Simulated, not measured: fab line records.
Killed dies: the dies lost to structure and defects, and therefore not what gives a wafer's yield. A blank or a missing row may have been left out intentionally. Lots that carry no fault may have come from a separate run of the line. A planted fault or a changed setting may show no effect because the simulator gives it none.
fab line records || flow rit_cmos
record {"lots": 6, "wafers": 18, "last_day": 7}
route steps=202 shown ACTIVE@1
lots that met no fault: taken from a fault-free run of the same line
start_h: hours from the record's first day to the start of the lot's first wafer shown || wait_h: hours from the lot's prior step to this one || " the same as in the row above || L1.1+2: a single row standing in for several wafers || - no value, or no start was given || * or withheld: withheld || < > ~ a bound
route shown NAME@n: NAME is a module with steps in the file, n the number in the route of the first one || usual: the fault-free wafers' mean and standard deviation || same: alike in all rows || chamber/n: place in a boat || sites: per-site readings || _std_site: the standard deviation of these || _edge_site: mean of outer sites minus mean of inner sites || radius_mm: for every site, how far away it sits from the centre of the wafer || mask NAME#n: copy n || behind: the last tool/chamber to shape the wafer || hold: what put the lot on hold/how long, in hours/how the hold closed || device: transistor that didn't switch, given as n, p or np || end of line: the same wafers' tests at the end of the route || a step without rows: its recipe alone || killed: at the first sort, the dies lost to defects and structure; wafer yield is something else || map: per-die view of a wafer (x killed, . not killed, _ where there is no die)
set.NAME: setting as actually run; set.NAME@STEP: the setting as run at that earlier step || model.NAME: the simulator's own value behind a step, which no gauge read
certain route steps with their lots: each step a table, each wafer a row
## steps
# step RIT_ACTIVE_BOW_MEAS_00
# recipe {"mode": "bow"}
# usual {"INCOMING_BOW": "0/6.7"}
{"lot.wafer": "L471.1", "tool": "film_metro-01", "chamber": "-", "start_h": 50.00, "wait_h": "-", "INCOMING_BOW[um]": 9}
{"lot.wafer": "L471.2", "tool": "film_metro-01", "chamber": "-", "start_h": 50.00, "wait_h": "-", "INCOMING_BOW[um]": 10}
{"lot.wafer": "L471.3", "tool": "film_metro-01", "chamber": "-", "start_h": 50.00, "wait_h": "-", "INCOMING_BOW[um]": -1}
{"lot.wafer": "L473.1", "tool": "film_metro-02", "chamber": "-", "start_h": 60.00, "wait_h": "-", "INCOMING_BOW[um]": -15}
{"lot.wafer": "L473.2", "tool": "film_metro-02", "chamber": "-", "start_h": 60.00, "wait_h": "-", "INCOMING_BOW[um]": -5}
{"lot.wafer": "L473.3", "tool": "film_metro-02", "chamber": "-", "start_h": 60.00, "wait_h": "-", "INCOMING_BOW[um]": -4}
{"lot.wafer": "L474.3", "tool": "film_metro-01", "chamber": "-", "start_h": 65.04, "wait_h": "-", "INCOMING_BOW[um]": 2}
{"lot.wafer": "L474.4", "tool": "film_metro-01", "chamber": "-", "start_h": 65.04, "wait_h": "-", "INCOMING_BOW[um]": -4}
{"lot.wafer": "L474.5", "tool": "film_metro-01", "chamber": "-", "start_h": 65.04, "wait_h": "-", "INCOMING_BOW[um]": 1}
{"lot.wafer": "L482.1", "tool": "film_metro-01", "chamber": "-", "start_h": 105.00, "wait_h": "-", "INCOMING_BOW[um]": -10}
{"lot.wafer": "L482.2", "tool": "film_metro-01", "chamber": "-", "start_h": 105.00, "wait_h": "-", "INCOMING_BOW[um]": -12}
{"lot.wafer": "L482.4", "tool": "film_metro-01", "chamber": "-", "start_h": 105.00, "wait_h": "-", "INCOMING_BOW[um]": 7}
{"lot.wafer": "L485.1", "tool": "film_metro-03", "chamber": "-", "start_h": 120.00, "wait_h": "-", "INCOMING_BOW[um]": -1}
{"lot.wafer": "L485.2", "tool": "film_metro-03", "chamber": "-", "start_h": 120.00, "wait_h": "-", "INCOMING_BOW[um]": -5}
{"lot.wafer": "L485.5", "tool": "film_metro-03", "chamber": "-", "start_h": 120.00, "wait_h": "-", "INCOMING_BOW[um]": -13}
{"lot.wafer": "L486.1", "tool": "film_metro-02", "chamber": "-", "start_h": 125.00, "wait_h": "-", "INCOMING_BOW[um]": -7}
{"lot.wafer": "L486.2", "tool": "film_metro-02", "chamber": "-", "start_h": 125.00, "wait_h": "-", "INCOMING_BOW[um]": 0}
{"lot.wafer": "L486.6", "tool": "film_metro-02", "chamber": "-", "start_h": 125.00, "wait_h": "-", "INCOMING_BOW[um]": -5}
# step RIT_ACTIVE_OXIDATION_01
# recipe {"temp_c": 1000, "ambient": "O2", "target_thk_a": 468, "ox_time_s": 3360}
# step RIT_ACTIVE_THK_MEAS_02
# recipe {"reads": "SiO2_of_ACTIVE_OXIDATION_01"}
# usual {"ACTIVE_OXIDE_THK": "46.8/0.79"}
{"lot.wafer": "L471.1", "tool": "film_metro-03", "chamber": "-", "start_h": 52.05, "wait_h": 0.0, "ACTIVE_OXIDE_THK[nm]": 46.0}
{"lot.wafer": "L471.2", "tool": "film_metro-03", "chamber": "-", "start_h": 52.05, "wait_h": 0.0, "ACTIVE_OXIDE_THK[nm]": 46.8}
{"lot.wafer": "L471.3", "tool": "film_metro-03", "chamber": "-", "start_h": 52.05, "wait_h": 0.0, "ACTIVE_OXIDE_THK[nm]": 46.2}
{"lot.wafer": "L473.1", "tool": "film_metro-01", "chamber": "-", "start_h": 62.85, "wait_h": 0.0, "ACTIVE_OXIDE_THK[nm]": 47.6}
{"lot.wafer": "L473.2", "tool": "film_metro-01", "chamber": "-", "start_h": 62.85, "wait_h": 0.0, "ACTIVE_OXIDE_THK[nm]": 47.1}
{"lot.wafer": "L473.3", "tool": "film_metro-01", "chamber": "-", "start_h": 62.85, "wait_h": 0.0, "ACTIVE_OXIDE_THK[nm]": 46.7}
{"lot.wafer": "L474.3", "tool": "film_metro-03", "chamber": "-", "start_h": 67.27, "wait_h": 0.0, "ACTIVE_OXIDE_THK[nm]": 46.3}
{"lot.wafer": "L474.4", "tool": "film_metro-03", "chamber": "-", "start_h": 67.27, "wait_h": 0.0, "ACTIVE_OXIDE_THK[nm]": 46.5}
{"lot.wafer": "L474.5", "tool": "film_metro-03", "chamber": "-", "start_h": 67.27, "wait_h": 0.0, "ACTIVE_OXIDE_THK[nm]": 46.3}
{"lot.wafer": "L482.1", "tool": "film_metro-02", "chamber": "-", "start_h": 107.92, "wait_h": 0.0, "ACTIVE_OXIDE_THK[nm]": 47.5}
{"lot.wafer": "L482.2", "tool": "film_metro-02", "chamber": "-", "start_h": 107.92, "wait_h": 0.0, "ACTIVE_OXIDE_THK[nm]": 48.1}
{"lot.wafer": "L482.4", "tool": "film_metro-02", "chamber": "-", "start_h": 107.92, "wait_h": 0.0, "ACTIVE_OXIDE_THK[nm]": 47.6}
{"lot.wafer": "L485.1", "tool": "film_metro-02", "chamber": "-", "start_h": 123.12, "wait_h": 0.0, "ACTIVE_OXIDE_THK[nm]": 48.2}
{"lot.wafer": "L485.2", "tool": "film_metro-02", "chamber": "-", "start_h": 123.12, "wait_h": 0.0, "ACTIVE_OXIDE_THK[nm]": 48.0}
{"lot.wafer": "L485.5", "tool": "film_metro-02", "chamber": "-", "start_h": 123.12, "wait_h": 0.0, "ACTIVE_OXIDE_THK[nm]": 48.0}
{"lot.wafer": "L486.1", "tool": "film_metro-02", "chamber": "-", "start_h": 127.05, "wait_h": 0.0, "ACTIVE_OXIDE_THK[nm]": 47.7}
{"lot.wafer": "L486.2", "tool": "film_metro-02", "chamber": "-", "start_h": 127.05, "wait_h": 0.0, "ACTIVE_OXIDE_THK[nm]": 48.0}
{"lot.wafer": "L486.6", "tool": "film_metro-02", "chamber": "-", "start_h": 127.05, "wait_h": 0.0, "ACTIVE_OXIDE_THK[nm]": 48.1}
# step RIT_ACTIVE_CVD_03
# recipe {"material": "Si3N4", "target_thk_nm": 150, "temp_c": 810, "precursor": "SiH2Cl2/NH3", "time_s": 1500, "pressure_mtorr": 300, "sih2cl2_flow_sccm": 60, "nh3_flow_sccm": 150}
# step RIT_ACTIVE_THK_MEAS_04
# recipe {"reads": "Si3N4_of_ACTIVE_CVD_03"}
# usual {"ACTIVE_NITRIDE_THK": "150.4/1.4"}
{"lot.wafer": "L471.1", "tool": "film_metro-03", "chamber": "-", "start_h": 53.53, "wait_h": 0.0, "ACTIVE_NITRIDE_THK[nm]": 149.2}
{"lot.wafer": "L471.2", "tool": "film_metro-03", "chamber": "-", "start_h": 53.53, "wait_h": 0.0, "ACTIVE_NITRIDE_THK[nm]": 149.3}
{"lot.wafer": "L471.3", "tool": "film_metro-03", "chamber": "-", "start_h": 53.53, "wait_h": 0.0, "ACTIVE_NITRIDE_THK[nm]": 149.9}
{"lot.wafer": "L473.1", "tool": "film_metro-02", "chamber": "-", "start_h": 64.33, "wait_h": 0.0, "ACTIVE_NITRIDE_THK[nm]": 150.6}
{"lot.wafer": "L473.2", "tool": "film_metro-02", "chamber": "-", "start_h": 64.33, "wait_h": 0.0, "ACTIVE_NITRIDE_THK[nm]": 149.5}
{"lot.wafer": "L473.3", "tool": "film_metro-02", "chamber": "-", "start_h": 64.33, "wait_h": 0.0, "ACTIVE_NITRIDE_THK[nm]": 150.1}
{"lot.wafer": "L474.3", "tool": "film_metro-02", "chamber": "-", "start_h": 68.75, "wait_h": 0.0, "ACTIVE_NITRIDE_THK[nm]": 149.8}
{"lot.wafer": "L474.4", "tool": "film_metro-02", "chamber": "-", "start_h": 68.75, "wait_h": 0.0, "ACTIVE_NITRIDE_THK[nm]": 150.2}
{"lot.wafer": "L474.5", "tool": "film_metro-02", "chamber": "-", "start_h": 68.75, "wait_h": 0.0, "ACTIVE_NITRIDE_THK[nm]": 149.2}
{"lot.wafer": "L482.1", "tool": "film_metro-01", "chamber": "-", "start_h": 109.40, "wait_h": 0.0, "ACTIVE_NITRIDE_THK[nm]": 150.0}
{"lot.wafer": "L482.2", "tool": "film_metro-01", "chamber": "-", "start_h": 109.40, "wait_h": 0.0, "ACTIVE_NITRIDE_THK[nm]": 149.5}
{"lot.wafer": "L482.4", "tool": "film_metro-01", "chamber": "-", "start_h": 109.40, "wait_h": 0.0, "ACTIVE_NITRIDE_THK[nm]": 148.7}
{"lot.wafer": "L485.1", "tool": "film_metro-03", "chamber": "-", "start_h": 125.28, "wait_h": 0.0, "ACTIVE_NITRIDE_THK[nm]": 149.0}
{"lot.wafer": "L485.2", "tool": "film_metro-03", "chamber": "-", "start_h": 125.28, "wait_h": 0.0, "ACTIVE_NITRIDE_THK[nm]": 149.0}
{"lot.wafer": "L485.5", "tool": "film_metro-03", "chamber": "-", "start_h": 125.28, "wait_h": 0.0, "ACTIVE_NITRIDE_THK[nm]": 149.8}
{"lot.wafer": "L486.1", "tool": "film_metro-03", "chamber": "-", "start_h": 128.53, "wait_h": 0.0, "ACTIVE_NITRIDE_THK[nm]": 151.2}
{"lot.wafer": "L486.2", "tool": "film_metro-03", "chamber": "-", "start_h": 128.53, "wait_h": 0.0, "ACTIVE_NITRIDE_THK[nm]": 150.8}
{"lot.wafer": "L486.6", "tool": "film_metro-03", "chamber": "-", "start_h": 128.53, "wait_h": 0.0, "ACTIVE_NITRIDE_THK[nm]": 149.6}
# step RIT_ACTIVE_HMDS_05
# recipe {"prime_time_s": 60, "prime_temp_c": 140}
# step RIT_ACTIVE_COAT_06
# recipe {"resist": "NOVOLAK", "spin_rpm": 3250, "resist_thk_nm": 1000}
# step RIT_ACTIVE_SOFTBAKE_07
# recipe {"resist": "NOVOLAK", "temp_c": 90, "time_s": 60}
# step RIT_ACTIVE_EXPOSE_08
# recipe {"mask_id": "M1", "na": 0.6, "source_shape": "conventional", "sigma_outer": 0.6, "target_cd_nm": 1400, "dose_mj": 225}
# step RIT_ACTIVE_PEB_09
# recipe {"resist": "NOVOLAK", "temp_c": "withheld", "time_s": "withheld"}
# step RIT_ACTIVE_DEVELOP_10
# recipe {"resist": "NOVOLAK", "develop_time_s": 50, "dev_temp_c": 23}
# usual {"chill_plate_temp_C": "23.01/0.12", "develop_time_s": "50/0", "resist_line_temp_C": "23.00/0.12"}
{"lot.wafer": "L471.1", "tool": "litho_track-03", "chamber": 0, "start_h": 54, "wait_h": "-", "chill_plate_temp_C": 22.97, "develop_time_s": 50, "resist_line_temp_C": 22.85}
{"lot.wafer": "L471.2", "tool": "litho_track-03", "chamber": 0, "start_h": 54, "wait_h": "-", "chill_plate_temp_C": 22.99, "develop_time_s": 50, "resist_line_temp_C": 22.97}
{"lot.wafer": "L471.3", "tool": "litho_track-03", "chamber": 0, "start_h": 54, "wait_h": "-", "chill_plate_temp_C": 22.81, "develop_time_s": 50, "resist_line_temp_C": 23.01}
{"lot.wafer": "L473.1", "tool": "litho_track-03", "chamber": "-", "start_h": 65, "wait_h": "-", "chill_plate_temp_C": "-", "develop_time_s": "-", "resist_line_temp_C": "-"}
{"lot.wafer": "L473.2", "tool": "litho_track-03", "chamber": "-", "start_h": 65, "wait_h": "-", "chill_plate_temp_C": "-", "develop_time_s": "-", "resist_line_temp_C": "-"}
{"lot.wafer": "L473.3", "tool": "litho_track-03", "chamber": "-", "start_h": 65, "wait_h": "-", "chill_plate_temp_C": "-", "develop_time_s": "-", "resist_line_temp_C": "-"}
{"lot.wafer": "L474.3", "tool": "litho_track-03", "chamber": "-", "start_h": 69, "wait_h": "-", "chill_plate_temp_C": "-", "develop_time_s": "-", "resist_line_temp_C": "-"}
{"lot.wafer": "L474.4", "tool": "litho_track-03", "chamber": "-", "start_h": 69, "wait_h": "-", "chill_plate_temp_C": "-", "develop_time_s": "-", "resist_line_temp_C": "-"}
{"lot.wafer": "L474.5", "tool": "litho_track-03", "chamber": "-", "start_h": 69, "wait_h": "-", "chill_plate_temp_C": "-", "develop_time_s": "-", "resist_line_temp_C": "-"}
{"lot.wafer": "L482.1", "tool": "litho_track-03", "chamber": 0, "start_h": 110, "wait_h": "-", "chill_plate_temp_C": 22.81, "develop_time_s": 50, "resist_line_temp_C": 23.09}
{"lot.wafer": "L482.2", "tool": "litho_track-03", "chamber": 0, "start_h": 110, "wait_h": "-", "chill_plate_temp_C": 22.96, "develop_time_s": 50, "resist_line_temp_C": 23.01}
{"lot.wafer": "L482.4", "tool": "litho_track-03", "chamber": 0, "start_h": 110, "wait_h": "-", "chill_plate_temp_C": 23.00, "develop_time_s": 50, "resist_line_temp_C": 22.99}
{"lot.wafer": "L485.1", "tool": "litho_track-04", "chamber": 0, "start_h": 126, "wait_h": "-", "chill_plate_temp_C": 22.94, "develop_time_s": 50, "resist_line_temp_C": 22.78}
{"lot.wafer": "L485.2", "tool": "litho_track-04", "chamber": 0, "start_h": 126, "wait_h": "-", "chill_plate_temp_C": 23.05, "develop_time_s": 50, "resist_line_temp_C": 22.87}
{"lot.wafer": "L485.5", "tool": "litho_track-04", "chamber": 0, "start_h": 126, "wait_h": "-", "chill_plate_temp_C": 23.06, "develop_time_s": 50, "resist_line_temp_C": 22.93}
{"lot.wafer": "L486.1", "tool": "litho_track-04", "chamber": 0, "start_h": 129, "wait_h": "-", "chill_plate_temp_C": 22.86, "develop_time_s": 50, "resist_line_temp_C": 22.82}
{"lot.wafer": "L486.2", "tool": "litho_track-04", "chamber": 0, "start_h": 129, "wait_h": "-", "chill_plate_temp_C": 23.03, "develop_time_s": 50, "resist_line_temp_C": 22.96}
{"lot.wafer": "L486.6", "tool": "litho_track-04", "chamber": 0, "start_h": 129, "wait_h": "-", "chill_plate_temp_C": 22.87, "develop_time_s": 50, "resist_line_temp_C": 22.82}
# step RIT_ACTIVE_CD_MEAS_11
# recipe {"target_cd_nm": 1400}
# usual {"cd_nm": "1399.9/2.2"}
{"lot.wafer": "L471.1", "tool": "cd_sem-01", "chamber": "-", "start_h": 54.56, "wait_h": "-", "cd_nm": 1402.3}
{"lot.wafer": "L471.2", "tool": "cd_sem-01", "chamber": "-", "start_h": 54.56, "wait_h": "-", "cd_nm": 1398.3}
{"lot.wafer": "L471.3", "tool": "cd_sem-01", "chamber": "-", "start_h": 54.56, "wait_h": "-", "cd_nm": 1398.5}
{"lot.wafer": "L473.1", "tool": "cd_sem-02", "chamber": "-", "start_h": 65.36, "wait_h": "-", "cd_nm": "-"}
{"lot.wafer": "L473.2", "tool": "cd_sem-02", "chamber": "-", "start_h": 65.36, "wait_h": "-", "cd_nm": "-"}
{"lot.wafer": "L473.3", "tool": "cd_sem-02", "chamber": "-", "start_h": 65.36, "wait_h": "-", "cd_nm": "-"}
{"lot.wafer": "L474.3", "tool": "cd_sem-02", "chamber": "-", "start_h": 69.81, "wait_h": "-", "cd_nm": "-"}
{"lot.wafer": "L474.4", "tool": "cd_sem-02", "chamber": "-", "start_h": 69.81, "wait_h": "-", "cd_nm": "-"}
{"lot.wafer": "L474.5", "tool": "cd_sem-02", "chamber": "-", "start_h": 69.81, "wait_h": "-", "cd_nm": "-"}
{"lot.wafer": "L482.1", "tool": "cd_sem-02", "chamber": "-", "start_h": 110.43, "wait_h": "-", "cd_nm": 1401.2}
{"lot.wafer": "L482.2", "tool": "cd_sem-02", "chamber": "-", "start_h": 110.43, "wait_h": "-", "cd_nm": 1400.6}
{"lot.wafer": "L482.4", "tool": "cd_sem-02", "chamber": "-", "start_h": 110.43, "wait_h": "-", "cd_nm": 1403.4}
{"lot.wafer": "L485.1", "tool": "cd_sem-02", "chamber": "-", "start_h": 126.24, "wait_h": "-", "cd_nm": 1400.5}
{"lot.wafer": "L485.2", "tool": "cd_sem-02", "chamber": "-", "start_h": 126.24, "wait_h": "-", "cd_nm": 1401.2}
{"lot.wafer": "L485.5", "tool": "cd_sem-02", "chamber": "-", "start_h": 126.24, "wait_h": "-", "cd_nm": 1401.3}
{"lot.wafer": "L486.1", "tool": "cd_sem-02", "chamber": "-", "start_h": 129.56, "wait_h": "-", "cd_nm": 1398.1}
{"lot.wafer": "L486.2", "tool": "cd_sem-02", "chamber": "-", "start_h": 129.56, "wait_h": "-", "cd_nm": 1395.6}
{"lot.wafer": "L486.6", "tool": "cd_sem-02", "chamber": "-", "start_h": 129.56, "wait_h": "-", "cd_nm": 1396.1}
## key
first_sign {"step": "RIT_ACTIVE_DEVELOP_10", "reading": "tool_record", "direction": "missing"}
effect none on later readings
met_at RIT_ACTIVE_DEVELOP_10
struck_wafers L473.1,L473.2,L473.3,L474.3,L474.4,L474.5
later_rows_left_out L473.1,L473.2,L473.3,L474.3,L474.4,L474.5
sort_left_out L473.1,L473.2,L473.3,L474.3,L474.4,L474.5
tester_left_out L473,L474
onset_between 54 65
fault {"kind": "skipped_step_whole", "tool": "litho_track-03", "chamber": "-", "onset_h": 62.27, "steps": "RIT_ACTIVE_DEVELOP_10", "scope": "struck_lots_only"}
# tester_left_out: of these lots the tester's yield and bins aren't shown, on N5 and GAA mostly nor the transistor test; their killed dies are dies lost to structure and defects alone, not to doping, threshold or leakage, so they don't give the yield
# sort_left_out: the simulated sort isn't trusted on such a fault, so these wafers' sort isn't shown, and their yield isn't known
# later_rows_left_out: the simulator's readings of these wafers behind a module that went badly wrong aren't trusted and aren't shown, but for the sort
